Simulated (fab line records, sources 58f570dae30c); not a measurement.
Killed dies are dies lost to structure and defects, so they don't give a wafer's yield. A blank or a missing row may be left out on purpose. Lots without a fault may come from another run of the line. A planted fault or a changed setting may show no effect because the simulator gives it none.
fab line records | flow berkeley_cmos170
record lots=14 wafers=42 last_day=13
route steps=331 shown NWELL@28 ACTIVE@66
lots that met no fault: from a run of the same line without faults
start_h: hours from the record's first day to the start of the lot's first wafer shown | wait_h: hours since the lot's step before | " the same as in the row above | L1.1+2: a row that stands for several wafers | - no value, or no start given | * or withheld: withheld | < > ~ a bound
route shown NAME@n: a module of which the file shows steps, and the number in the route of the first | usual: mean/standard deviation of fault-free wafers | same: alike in all rows | chamber/n: place in a boat | sites: the reading at each site | _std_site: their standard deviation | _edge_site: outer sites' mean less inner sites' | radius_mm: how far each site lies from the wafer's centre | mask NAME#n: copy n | behind: the tool/chamber that last shaped the wafer | hold: why the lot was held/for how many hours/how that ended | device: the transistor (n, p or np) that didn't switch | end of line: the same wafers' tests at the end of the route | a step without rows: its recipe alone | killed: dies lost to structure and defects at the first sort, not the wafer's yield | map: a wafer's dies, x killed, . not, _ none there
set.NAME: the setting as run; set.NAME@STEP: as run at that earlier step | model.NAME: the simulator's own value behind a step, which no gauge read
steps of the route over a sample of lots; a table a step, a row a wafer
services: from which hour (start_h, from the record's first day; less than 0 if before it) a tool's chamber was out of use, for how many hours, and why
## steps
# step UCB170_NWELL_IMPLANT_14
# recipe species=P dose_cm2=1e+13 energy_kev=150 tilt_deg=7
# usual dose_ions_cm2=9.997e+12/1.1e+10 faraday_current_uA=31.7/0.56
# same implant_ion_amu=31
# columns lot.wafer tool chamber start_h wait_h dose_ions_cm2 faraday_current_uA
L647.1 implanter-02 0 37.22 0.1 9.997e+12 31.6
L647.2 " 0 " " 1.0003e+13 31.5
L647.5 " 0 " " 9.99e+12 30.8
L648.1 implanter-02 0 47.99 0.1 9.989e+12 31.2
L648.4 " 0 " " 1e+13 31.9
L648.6 " 0 " " 9.999e+12 31.9
L650.1 implanter-04 0 56.45 0.1 9.978e+12 32.7
L650.3 " 0 " " 9.987e+12 30.8
L650.5 " 0 " " 9.985e+12 32.5
L651.1 implanter-02 0 65.77 0.1 9.998e+12 32.0
L651.2 " 0 " " 9.976e+12 31.7
L651.4 " 0 " " 9.995e+12 31.6
L652.1 implanter-04 0 66.01 0.1 9.982e+12 32.0
L652.4 " 0 " " 1.0021e+13 30.8
L652.5 " 0 " " 9.988e+12 31.5
L655.1 implanter-04 0 76.93 0.1 1.6001e+13 51.6
L655.3 " 0 " " 1.6008e+13 49.8
L655.4 " 0 " " 1.6015e+13 51.1
L657.2 implanter-04 0 88.51 0.1 1.5977e+13 50.4
L657.3 " 0 " " 1.5992e+13 51.5
L657.6 " 0 " " 1.6012e+13 50.4
L660.1 implanter-03 0 104.41 0.1 1.0004e+13 31.6
L660.5 " 0 " " 1.0001e+13 30.5
L660.6 " 0 " " 1.0002e+13 31.6
L661.2 implanter-02 0 113.48 0.1 9.984e+12 32.9
L661.4 " 0 " " 9.997e+12 30.9
L661.5 " 0 " " 9.989e+12 32.4
L662.2 implanter-03 0 119.71 0.1 1e+13 32.3
L662.3 " 0 " " 1.0002e+13 32.2
L662.4 " 0 " " 1.0014e+13 30.9
L664.1 implanter-03 0 127.34 0.1 9.998e+12 31.6
L664.5 " 0 " " 9.99e+12 31.8
L664.6 " 0 " " 9.998e+12 31.5
L666.2 implanter-03 0 137.03 0.1 1.0004e+13 31.8
L666.3 " 0 " " 1.0005e+13 31.3
L666.4 " 0 " " 1.0002e+13 31.3
L668.1 implanter-04 0 143.94 0.1 1.0008e+13 32.3
L668.3 " 0 " " 1.0006e+13 32.8
L668.4 " 0 " " 9.997e+12 30.4
L667.3 implanter-03 0 144.44 0.1 9.983e+12 32.1
L667.4 " 0 " " 9.996e+12 32.3
L667.5 " 0 " " 9.993e+12 31.8
# step UCB170_NWELL_STRIP_15
# recipe chemistry=O2 power_w=400 pressure_mtorr=3500 platen_temp_c=withheld o2_flow_sccm=400 overash_fraction=0.5
# usual drypump_motor_current_A=5.64/0.29 o2_flow_sccm=399.9/1 oes_product_au=0.721/0.0047 strip_time_to_endpoint_s=17.96/0.068
# columns lot.wafer tool chamber start_h wait_h drypump_motor_current_A o2_flow_sccm oes_product_au rf_hours_counter_h strip_time_to_endpoint_s
L647.1 plasma_asher-01 0 37.37 0.1 5.91 400.8 0.723 30 18.00
L647.2 " 1 " " 5.91 400.0 0.731 30 17.99
L647.5 " 1 " " 5.89 399.9 0.730 - 17.95
L648.1 plasma_asher-01 1 48.14 0.1 5.91 401.5 0.722 32 17.89
L648.4 " 0 " " 5.89 401.6 0.723 - 17.98
L648.6 " 0 " " 5.89 401.1 0.721 - 18.05
L650.1 plasma_asher-02 1 56.60 0.1 5.24 401.4 0.716 25 17.96
L650.3 " 1 " " 5.28 400.1 0.729 - 17.94
L650.5 " 1 " " 5.26 398.0 0.722 - 17.85
L651.1 plasma_asher-01 0 65.92 0.1 5.90 400.1 0.728 33 17.94
L651.2 " 1 " " 5.89 399.2 0.731 33 18.02
L651.4 " 0 " " 5.92 401.0 0.721 - 17.98
L652.1 plasma_asher-01 0 66.16 0.1 5.88 400.5 0.722 33 17.89
L652.4 " 0 " " 5.88 399.5 0.718 - 18.08
L652.5 " 0 " " 5.88 399.2 0.733 - 18.06
L655.1 plasma_asher-02 1 77.08 0.1 5.25 399.7 0.724 25 17.79
L655.3 " 1 " " 5.25 400.7 0.724 - 17.89
L655.4 " 0 " " 5.57 398.5 0.723 - 17.79
L657.2 plasma_asher-02 1 88.63 0.1 5.24 397.7 0.722 27 17.90
L657.3 " 1 " " 5.23 398.8 0.730 - 17.97
L657.6 " 0 " " 5.61 398.2 0.719 - 17.93
L660.1 plasma_asher-01 1 104.56 0.1 5.90 399.8 0.713 39 17.87
L660.5 " 1 " " 5.89 399.8 0.723 - 17.91
L660.6 " 0 " " 5.89 399.6 0.718 - 17.84
L661.2 plasma_asher-02 1 113.60 0.1 5.20 399.2 0.728 30 17.89
L661.4 " 1 " " 5.22 399.3 0.726 - 17.79
L661.5 " 1 " " 5.20 397.0 0.720 - 17.88
L662.2 plasma_asher-04 0 119.84 0.1 5.24 399.7 0.713 41 17.98
L662.3 " 0 " " 5.21 398.5 0.726 - 18.07
L662.4 " 1 " " 5.86 399.2 0.724 - 18.06
L664.1 plasma_asher-02 0 127.49 0.1 5.58 400.6 0.716 31 17.93
L664.5 " 1 " " 5.27 400.2 0.718 - 17.91
L664.6 " 0 " " 5.62 400.3 0.720 - 17.88
L666.2 plasma_asher-04 1 137.15 0.1 5.86 398.4 0.725 43 17.93
L666.3 " 0 " " 5.21 401.5 0.716 - 17.90
L666.4 " 1 " " 5.88 397.9 0.716 - 17.90
L668.1 plasma_asher-02 1 144.09 0.1 5.24 398.3 0.723 33 18.07
L668.3 " 0 " " 5.57 399.3 0.722 - 17.94
L668.4 " 1 " " 5.27 397.9 0.721 - 17.99
L667.3 plasma_asher-02 1 144.58 0.1 5.24 400.0 0.719 - 17.90
L667.4 " 0 " " 5.58 400.3 0.721 - 17.98
L667.5 " 1 " " 5.21 400.1 0.726 - 17.94
# step UCB170_NWELL_TW_MEAS_16
# usual NWELL_TW=1240/11
# columns lot.wafer tool chamber start_h wait_h hold NWELL_TW
L647.1 film_metro-04 - 37.47 0.1 - 1232
L647.2 " - " " - 1232
L647.5 " - " " - 1227
L648.1 film_metro-04 - 48.24 0.1 - 1230
L648.4 " - " " - 1228
L648.6 " - " " - 1229
L650.1 film_metro-04 - 56.70 0.1 - 1228
L650.3 " - " " - 1232
L650.5 " - " " - 1224
L651.1 film_metro-01 - 66.02 0.1 - 1256
L651.2 " - " " - 1248
L651.4 " - " " - 1251
L652.1 film_metro-04 - 66.26 0.1 - 1232
L652.4 " - " " - 1226
L652.5 " - " " - 1227
L655.1 film_metro-01 - 77.18 0.1 await_dispo/0.2h/release 1450
L655.3 " - " " await_dispo/0.2h/release 1448
L655.4 " - " " await_dispo/0.2h/release 1446
L655.1 film_metro-01 - 77.40 0.2 - 1450
L655.3 " - " " - 1451
L655.4 " - " " - 1452
L657.2 film_metro-04 - 88.74 0.1 await_dispo/0.2h/release 1433
L657.3 " - " " await_dispo/0.2h/release 1431
L657.6 " - " " await_dispo/0.2h/release 1430
L657.2 film_metro-04 - 88.97 0.2 - 1443
L657.3 " - " " - 1434
L657.6 " - " " - 1442
L660.1 film_metro-03 - 104.66 0.1 - 1253
L660.5 " - " " - 1250
L660.6 " - " " - 1256
L661.2 film_metro-04 - 113.71 0.1 - 1229
L661.4 " - " " - 1239
L661.5 " - " " - 1229
L662.2 film_metro-03 - 119.95 0.1 - 1250
L662.3 " - " " - 1253
L662.4 " - " " - 1251
L664.1 film_metro-04 - 127.59 0.1 - 1226
L664.5 " - " " - 1226
L664.6 " - " " - 1226
L666.2 film_metro-01 - 137.26 0.1 - 1255
L666.3 " - " " - 1253
L666.4 " - " " - 1251
L668.1 film_metro-03 - 144.19 0.1 - 1250
L668.3 " - " " - 1261
L668.4 " - " " - 1261
L667.3 film_metro-04 - 144.66 0.1 - 1231
L667.4 " - " " - 1237
L667.5 " - " " - 1237
# step UCB170_ACTIVE_THK_MEAS_06
# recipe reads=Si3N4_of_ACTIVE_CVD_05
# usual ACTIVE_NITRIDE_THK=219.2/2
# columns lot.wafer tool chamber start_h wait_h ACTIVE_NITRIDE_THK[nm]
L647.1 film_metro-03 - 88.67 0.0 218.7
L647.2 " - " " 218.5
L647.5 " - " " 219.5
L648.1 film_metro-01 - 108.19 0.0 222.2
L648.4 " - " " 219.8
L648.6 " - " " 222.9
L650.1 film_metro-01 - 115.13 0.0 220.6
L650.3 " - " " 220.0
L650.5 " - " " 218.8
L651.1 film_metro-03 - 115.13 0.0 218.8
L651.2 " - " " 218.0
L651.4 " - " " 218.4
L652.1 film_metro-02 - 115.13 0.0 216.6
L652.4 " - " " 214.4
L652.5 " - " " 216.5
L655.1 film_metro-03 - 131.63 0.0 218.2
L655.3 " - " " 219.2
L655.4 " - " " 218.4
L657.2 film_metro-03 - 139.92 0.0 220.9
L657.3 " - " " 220.8
L657.6 " - " " 221.0
L660.1 film_metro-03 - 158.74 0.0 218.1
L660.5 " - " " 218.7
L660.6 " - " " 218.7
L661.2 film_metro-02 - 167.36 0.0 222.2
L661.4 " - " " 224.2
L661.5 " - " " 222.1
L664.1 film_metro-02 - 174.85 0.0 216.4
L664.5 " - " " 217.0
L664.6 " - " " 217.1
L662.2 film_metro-03 - 174.86 0.0 220.7
L662.3 " - " " 220.4
L662.4 " - " " 220.6
L666.2 film_metro-03 - 194.36 0.0 218.5
L666.3 " - " " 220.9
L666.4 " - " " 219.9
L668.1 film_metro-03 - 201.67 0.0 219.9
L668.3 " - " " 219.6
L668.4 " - " " 220.1
L667.3 film_metro-01 - 201.69 0.0 218.6
L667.4 " - " " 217.7
L667.5 " - " " 217.6
# step UCB170_ACTIVE_PEB_11
# recipe peb_temp_c=130 peb_time_s=withheld resist=KrF
# usual chill_plate_temp_C=23.01/0.11 plate_sensor_t_centre_C=131.41/0.011 plate_sensor_t_edge_C=131.53/0.011 resist_line_temp_C=23.01/0.11
# columns lot.wafer tool chamber start_h wait_h chill_plate_temp_C plate_sensor_t_centre_C plate_sensor_t_edge_C resist_line_temp_C
L647.1 litho_track-03 0 90.10 0.2 23.13 131.41 131.53 23.02
L647.2 " 0 " " 23.00 131.42 131.54 23.07
L647.5 " 0 " " 22.96 131.41 131.53 23.10
L648.1 litho_track-03 0 108.94 0.1 22.97 131.42 131.54 23.06
L648.4 " 0 " " 22.99 131.43 131.54 22.95
L648.6 " 0 " " 22.89 131.4 131.52 23.09
L651.1 litho_track-03 0 116.47 0.6 22.90 131.39 131.53 23.03
L651.2 " 0 " " 22.94 131.41 131.54 22.90
L651.4 " 0 " " 22.89 131.41 131.54 22.96
L650.1 litho_track-03 0 116.74 0.6 23.22 131.4 131.54 23.08
L650.3 " 0 " " 22.96 131.41 131.54 23.00
L650.5 " 0 " " 23.15 131.39 131.55 22.82
L652.1 litho_track-01 0 117.00 0.6 22.93 131.41 131.54 23.06
L652.4 " 0 " " 22.96 131.4 131.53 22.94
L652.5 " 0 " " 22.94 131.4 131.55 22.91
L655.1 litho_track-03 0 132.49 0.1 23.13 131.41 131.53 23.07
L655.3 " 0 " " 23.00 131.42 131.54 22.90
L655.4 " 0 " " 23.16 131.4 131.53 23.08
L657.2 litho_track-04 0 140.70 0.2 23.04 131.42 131.52 23.13
L657.3 " 0 " " 22.88 131.41 131.53 23.10
L657.6 " 0 " " 22.83 131.42 131.54 23.10
L660.1 litho_track-01 0 159.59 0.1 23.15 131.4 131.53 23.16
L660.5 " 0 " " 23.07 131.44 131.53 23.09
L660.6 " 0 " " 23.05 131.41 131.53 22.95
L661.2 litho_track-01 0 168.00 0.1 23.03 131.41 131.52 22.77
L661.4 " 0 " " 23.13 131.41 131.53 22.72
L661.5 " 0 " " 23.13 131.41 131.54 22.96
L662.2 litho_track-04 0 177.04 0.8 23.03 131.41 131.52 22.93
L662.3 " 0 " " 23.02 131.41 131.52 22.99
L662.4 " 0 " " 22.98 131.41 131.53 22.99
L664.1 litho_track-01 0 - - 23.04 131.41 131.54 22.91
L664.5 " 0 " " 23.13 131.39 131.53 23.03
L664.6 " 0 " " 23.04 131.39 131.52 22.97
L666.2 litho_track-04 0 195.30 0.1 22.87 131.42 131.52 22.99
L666.3 " 0 " " 23.02 131.41 131.55 22.92
L666.4 " 0 " " 22.94 131.4 131.54 22.95
L668.1 litho_track-01 0 202.43 0.1 22.99 131.42 131.55 22.92
L668.3 " 0 " " 23.07 131.42 131.53 23.02
L668.4 " 0 " " 22.94 131.41 131.53 23.15
L667.3 litho_track-03 0 202.72 0.1 23.06 131.42 131.55 23.04
L667.4 " 0 " " 23.15 131.4 131.51 23.12
L667.5 " 0 " " 23.03 131.4 131.53 22.86
## services
# columns tool chamber start_h hours kind
implanter-04 - 44.33 5.7 pm
plasma_asher-02 - 62.81 13.2 repair
plasma_asher-04 - 63.51 5.4 repair
plasma_asher-04 - 85.67 1.7 repair
implanter-02 - 92.23 1.7 repair
implanter-04 - 92.83 3.8 repair
plasma_asher-02 - 120.10 2.2 repair
implanter-02 - 123.07 0.7 repair
plasma_asher-04 - 128.12 1.3 repair
implanter-02 - 136.16 15.0 repair
plasma_asher-01 - 158.69 1.4 repair
## key
first_sign step=UCB170_NWELL_IMPLANT_14 reading=dose_ions_cm2 direction=up sigmas=99+ usual=9.997e+12 struck=1.6001e+13
effect step=UCB170_NWELL_IMPLANT_14 reading=faraday_current_uA direction=up sigmas=34 usual=31.7 struck=50.8
effect step=UCB170_NWELL_TW_MEAS_16 reading=visit direction=added
effect step=UCB170_NWELL_TW_MEAS_16 reading=NWELL_TW direction=up sigmas=18 usual=1240 struck=1439
met_at UCB170_NWELL_IMPLANT_14
struck_lots L655,L657
tester_left_out L655,L657
not_acting_at UCB170_NWELL_STRIP_15,UCB170_ACTIVE_THK_MEAS_06,UCB170_ACTIVE_PEB_11
onset_between 66.01 76.93
fault kind=process_parameter_drift tool=implanter-04 chamber=- onset_h=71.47 steps=UCB170_NWELL_IMPLANT_14 channel=dose_cm2 offset=6e+12 shape=step end_h=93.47 acts_in=these_recipes_only stated=1e+13
# tester_left_out: of these lots the tester's yield and bins aren't shown, on N5 and GAA mostly nor the transistor test; their killed dies are dies lost to structure and defects alone, not to doping, threshold or leakage, so they don't give the yield
